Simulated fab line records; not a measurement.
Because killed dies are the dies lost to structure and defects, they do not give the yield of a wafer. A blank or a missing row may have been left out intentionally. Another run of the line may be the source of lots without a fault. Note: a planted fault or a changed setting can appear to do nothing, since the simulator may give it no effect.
fab line records -- flow berkeleyCmos170
[record] lots = 14, wafers = 42, lastDay = 10
route steps=331 shown PLDD@153
lots with no fault: from the same line, run without faults
startH: the number of hours between the record's first day and the start of the first shown wafer of the lot -- waitH: hours elapsed since this lot's preceding step -- " identical to the entry in the row above -- L1.1+2: a row that stands for several wafers -- - no value, or no start given -- * or withheld: withheld -- < > ~ a bound
route shown NAME@n: NAME is a module with steps in the file, n the number in the route of the first one -- usual: average and standard deviation across the fault-free wafers -- same: alike in all rows -- chamber/n: place in a boat -- sites: each site's reading -- _std_site: the values' standard deviation -- _edge_site: inner sites' mean taken away from outer sites' mean -- radiusMm: how far each site lies from the wafer's centre -- mask NAME#n: copy n -- behind: the tool/chamber that last shaped the wafer -- hold: reason for holding the lot/hours on hold/outcome of the hold -- device: the n, p or np transistor that did not switch -- end of line: the tests these same wafers got at the end of their route -- step lacking rows: just its recipe -- killed: dies lost to structure and defects at the first sort, not the wafer's yield -- map: a wafer's dies, x killed, . not, _ none there
set.NAME: the setting as run; set.NAME@STEP: as run at that earlier step -- model.NAME: the simulator's own value behind a step, which no gauge read
one table for each step of the route and one row for each wafer, over a sample of lots
services: from which hour (startH, from the record's first day; less than 0 if before it) a tool's chamber was out of use, for how many hours, and why
[[steps]]
[step UCB170_PLDD_IMPLANT_08]
[recipe] species = BF2, doseCm2 = 5e+13, energyKev = 10, tiltDeg = 7, rotationDeg = 0
[usual] doseIonsCm2 = 5.001e+13/5.2e+10, faradayCurrentUA = 156/5.4
lot.wafer,tool,chamber,startH,waitH,doseIonsCm2,faradayCurrentUA
L414.2,implanter-02,0,131.22,0.0,4.998e+13,163
L414.3,implanter-02,0,131.22,0.0,5e+13,156
L414.4,implanter-02,0,131.22,0.0,5e+13,160
L416.1,implanter-04,0,137.47,0.0,4.996e+13,157
L416.3,implanter-04,0,137.47,0.0,5.009e+13,161
L416.5,implanter-04,0,137.47,0.0,5e+13,161
L415.2,implanter-04,0,137.95,0.2,5.005e+13,161
L415.4,implanter-04,0,137.95,0.2,5.005e+13,164
L415.6,implanter-04,0,137.95,0.2,5.007e+13,153
L419.2,implanter-04,0,151.99,0.0,5.005e+13,154
L419.3,implanter-04,0,151.99,0.0,4.995e+13,160
L419.6,implanter-04,0,151.99,0.0,5.002e+13,166
L418.4,implanter-02,0,152.32,0.1,5.004e+13,154
L418.5,implanter-02,0,152.32,0.1,4.999e+13,163
L418.6,implanter-02,0,152.32,0.1,4.994e+13,157
L417.1,implanter-04,0,152.80,0.0,5.002e+13,159
L417.4,implanter-04,0,152.80,0.0,5.001e+13,163
L417.6,implanter-04,0,152.80,0.0,5.002e+13,158
L421.1,implanter-04,0,165.24,0.0,4.999e+13,157
L421.3,implanter-04,0,165.24,0.0,4.998e+13,159
L421.5,implanter-04,0,165.24,0.0,4.993e+13,159
L420.2,implanter-02,0,165.82,0.0,4.994e+13,156
L420.4,implanter-02,0,165.82,0.0,4.997e+13,155
L420.6,implanter-02,0,165.82,0.0,4.994e+13,155
L423.1,implanter-01,0,175.91,0.0,5.006e+13,145
L423.2,implanter-01,0,175.91,0.0,5.012e+13,148
L423.3,implanter-01,0,175.91,0.0,5.003e+13,146
L422.3,implanter-02,0,176.20,0.1,5.01e+13,157
L422.4,implanter-02,0,176.20,0.1,5.002e+13,158
L422.5,implanter-02,0,176.20,0.1,5.001e+13,162
L424.3,implanter-02,0,188.81,0.1,5.005e+13,158
L424.4,implanter-02,0,188.81,0.1,5.003e+13,155
L424.5,implanter-02,0,188.81,0.1,5.003e+13,156
L425.2,implanter-01,0,189.22,0.0,5.001e+13,154
L425.4,implanter-01,0,189.22,0.0,5.005e+13,148
L425.5,implanter-01,0,189.22,0.0,5.005e+13,151
L433.3,implanter-02,0,231.84,0.1,2.067e+13,64
L433.4,implanter-02,0,231.84,0.1,2.07e+13,66
L433.6,implanter-02,0,231.84,0.1,2.062e+13,65
L436.1,implanter-02,0,232.53,0.0,2.067e+13,66
L436.2,implanter-02,0,232.53,0.0,2.065e+13,65
L436.6,implanter-02,0,232.53,0.0,2.071e+13,65
[step UCB170_PLDD_TW_MEAS_11]
[usual] PLDD_TW = 1002/9.9
lot.wafer,tool,chamber,startH,waitH,hold,PLDD_TW
L414.2,filmMetro-01,-,131.61,0.1,-,991
L414.3,filmMetro-01,-,131.61,0.1,-,990
L414.4,filmMetro-01,-,131.61,0.1,-,990
L416.1,filmMetro-01,-,137.87,0.1,-,994
L416.3,filmMetro-01,-,137.87,0.1,-,992
L416.5,filmMetro-01,-,137.87,0.1,-,991
L415.2,filmMetro-02,-,138.33,0.1,-,995
L415.4,filmMetro-02,-,138.33,0.1,-,996
L415.6,filmMetro-02,-,138.33,0.1,-,998
L419.2,filmMetro-01,-,152.38,0.1,-,995
L419.3,filmMetro-01,-,152.38,0.1,-,996
L419.6,filmMetro-01,-,152.38,0.1,-,991
L418.4,filmMetro-01,-,152.67,0.1,-,999
L418.5,filmMetro-01,-,152.67,0.1,-,993
L418.6,filmMetro-01,-,152.67,0.1,-,991
L417.1,filmMetro-03,-,153.20,0.1,-,1013
L417.4,filmMetro-03,-,153.20,0.1,-,1019
L417.6,filmMetro-03,-,153.20,0.1,-,1008
L421.1,filmMetro-02,-,165.64,0.1,-,992
L421.3,filmMetro-02,-,165.64,0.1,-,992
L421.5,filmMetro-02,-,165.64,0.1,-,992
L420.2,filmMetro-01,-,166.20,0.1,-,997
L420.4,filmMetro-01,-,166.20,0.1,-,994
L420.6,filmMetro-01,-,166.20,0.1,-,987
L423.1,filmMetro-03,-,176.31,0.1,-,1010
L423.2,filmMetro-03,-,176.31,0.1,-,1006
L423.3,filmMetro-03,-,176.31,0.1,-,1007
L422.3,filmMetro-01,-,176.57,0.1,-,996
L422.4,filmMetro-01,-,176.57,0.1,-,998
L422.5,filmMetro-01,-,176.57,0.1,-,1001
L424.3,filmMetro-01,-,189.18,0.1,-,999
L424.4,filmMetro-01,-,189.18,0.1,-,997
L424.5,filmMetro-01,-,189.18,0.1,-,990
L425.2,filmMetro-02,-,189.61,0.1,-,998
L425.4,filmMetro-02,-,189.61,0.1,-,997
L425.5,filmMetro-02,-,189.61,0.1,-,1002
L433.3,filmMetro-03,-,232.21,0.1,awaitDispo/0.2h/release,912
L433.4,filmMetro-03,-,232.21,0.1,awaitDispo/0.2h/release,908
L433.6,filmMetro-03,-,232.21,0.1,awaitDispo/0.2h/release,906
L433.3,filmMetro-03,-,232.56,0.3,-,915
L433.4,filmMetro-03,-,232.56,0.3,-,916
L433.6,filmMetro-03,-,232.56,0.3,-,912
L436.1,filmMetro-01,-,232.93,0.1,awaitDispo/0.2h/release,896
L436.2,filmMetro-01,-,232.93,0.1,awaitDispo/0.2h/release,899
L436.6,filmMetro-01,-,232.93,0.1,awaitDispo/0.2h/release,895
L436.1,filmMetro-01,-,233.24,0.3,-,897
L436.2,filmMetro-01,-,233.24,0.3,-,894
L436.6,filmMetro-01,-,233.24,0.3,-,894
[step UCB170_SDANNEAL_RS_MEAS_04]
[recipe] thkMeasGauge = four-point-probe
[usual] PLDD_RS = 1031.6/2.8
lot.wafer,tool,chamber,startH,waitH,hold,PLDD_RS[ohm/sq]
L414.2,filmMetro-03,-,141.92,0.1,-,1034.3
L414.3,filmMetro-03,-,141.92,0.1,-,1032.2
L414.4,filmMetro-03,-,141.92,0.1,-,1028.1
L416.1,filmMetro-02,-,155.25,0.1,-,1034.1
L416.3,filmMetro-02,-,155.25,0.1,-,1032.4
L416.5,filmMetro-02,-,155.25,0.1,-,1032.6
L415.2,filmMetro-01,-,155.27,0.1,-,1033.4
L415.4,filmMetro-01,-,155.27,0.1,-,1034.1
L415.6,filmMetro-01,-,155.27,0.1,-,1030.7
L417.1,filmMetro-03,-,172.63,0.1,-,1027.1
L417.4,filmMetro-03,-,172.63,0.1,-,1028.8
L417.6,filmMetro-03,-,172.63,0.1,-,1031.3
L419.2,filmMetro-02,-,172.85,0.1,-,1034.0
L419.3,filmMetro-02,-,172.85,0.1,-,1033.6
L419.6,filmMetro-02,-,172.85,0.1,-,1033.6
L418.4,filmMetro-01,-,172.89,0.1,-,1032.4
L418.5,filmMetro-01,-,172.89,0.1,-,1027.3
L418.6,filmMetro-01,-,172.89,0.1,-,1028.9
L420.2,filmMetro-02,-,179.56,0.1,-,1031.1
L420.4,filmMetro-02,-,179.56,0.1,-,1028.3
L420.6,filmMetro-02,-,179.56,0.1,-,1031.5
L421.1,filmMetro-03,-,179.96,0.1,-,1027.5
L421.3,filmMetro-03,-,179.96,0.1,-,1031.4
L421.5,filmMetro-03,-,179.96,0.1,-,1028.7
L423.1,filmMetro-01,-,188.86,0.1,-,1031.3
L423.2,filmMetro-01,-,188.86,0.1,-,1035.4
L423.3,filmMetro-01,-,188.86,0.1,-,1032.2
L422.3,filmMetro-02,-,189.27,0.1,-,1024.3
L422.4,filmMetro-02,-,189.27,0.1,-,1027.2
L422.5,filmMetro-02,-,189.27,0.1,-,1026.4
L424.3,filmMetro-03,-,203.28,0.1,-,1034.9
L424.4,filmMetro-03,-,203.28,0.1,-,1033.2
L424.5,filmMetro-03,-,203.28,0.1,-,1036.0
L425.2,filmMetro-01,-,203.47,0.1,-,1029.1
L425.4,filmMetro-01,-,203.47,0.1,-,1026.0
L425.5,filmMetro-01,-,203.47,0.1,-,1022.9
L433.3,filmMetro-03,-,248.32,0.1,awaitDispo/0.2h/release,1356.1
L433.4,filmMetro-03,-,248.32,0.1,awaitDispo/0.2h/release,1354.0
L433.6,filmMetro-03,-,248.32,0.1,awaitDispo/0.2h/release,1350.7
L433.3,filmMetro-03,-,248.61,0.3,-,1353.0
L433.4,filmMetro-03,-,248.61,0.3,-,1352.5
L433.6,filmMetro-03,-,248.61,0.3,-,1353.7
L436.1,filmMetro-02,-,250.80,0.1,awaitDispo/0.2h/release,1348.9
L436.2,filmMetro-02,-,250.80,0.1,awaitDispo/0.2h/release,1355.3
L436.6,filmMetro-02,-,250.80,0.1,awaitDispo/0.2h/release,1351.0
L436.1,filmMetro-02,-,251.08,0.3,-,1352.7
L436.2,filmMetro-02,-,251.08,0.3,-,1352.9
L436.6,filmMetro-02,-,251.08,0.3,-,1353.6
[[services]]
tool,chamber,startH,hours,kind
implanter-02,-,133.83,4.3,pm
implanter-01,-,135.05,25.3,pm
implanter-01,-,161.74,9.2,pm
implanter-02,-,191.50,3.1,repair
implanter-01,-,198.21,1.3,repair
implanter-04,-,204.36,8.1,pm
implanter-01,-,207.51,4.8,pm
implanter-04,-,216.08,8.9,repair
[[key]]
[firstSign] step = UCB170_PLDD_IMPLANT_08, reading = doseIonsCm2, direction = down, sigmas = 99+, usual = 5.001e+13, struck = 2.067e+13
[effect] step = UCB170_PLDD_IMPLANT_08, reading = faradayCurrentUA, direction = down, sigmas = 17, usual = 156, struck = 65
[effect] step = UCB170_PLDD_TW_MEAS_11, reading = visit, direction = added
[effect] step = UCB170_PLDD_TW_MEAS_11, reading = PLDD_TW, direction = down, sigmas = 10, usual = 1002, struck = 902
[effect] step = UCB170_SDANNEAL_RS_MEAS_04, reading = PLDD_RS, direction = up, sigmas = 99+, usual = 1031.6, struck = 1352.7
metAt UCB170_PLDD_IMPLANT_08
struckLots L433,L436
scrappedBehind UCB170_SDANNEAL_RS_MEAS_04 L433.3,L433.4,L433.6,L436.1,L436.2,L436.6
onsetBetween 188.81 231.84
[fault] kind = processParameterDrift, tool = implanter-02, chamber = -, onsetH = 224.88, steps = UCB170_PLDD_IMPLANT_08, channel = doseCm2, offset = -2.9352e+13, shape = step, endH = 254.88, actsIn = theseRecipesOnly, stated = 5e+13
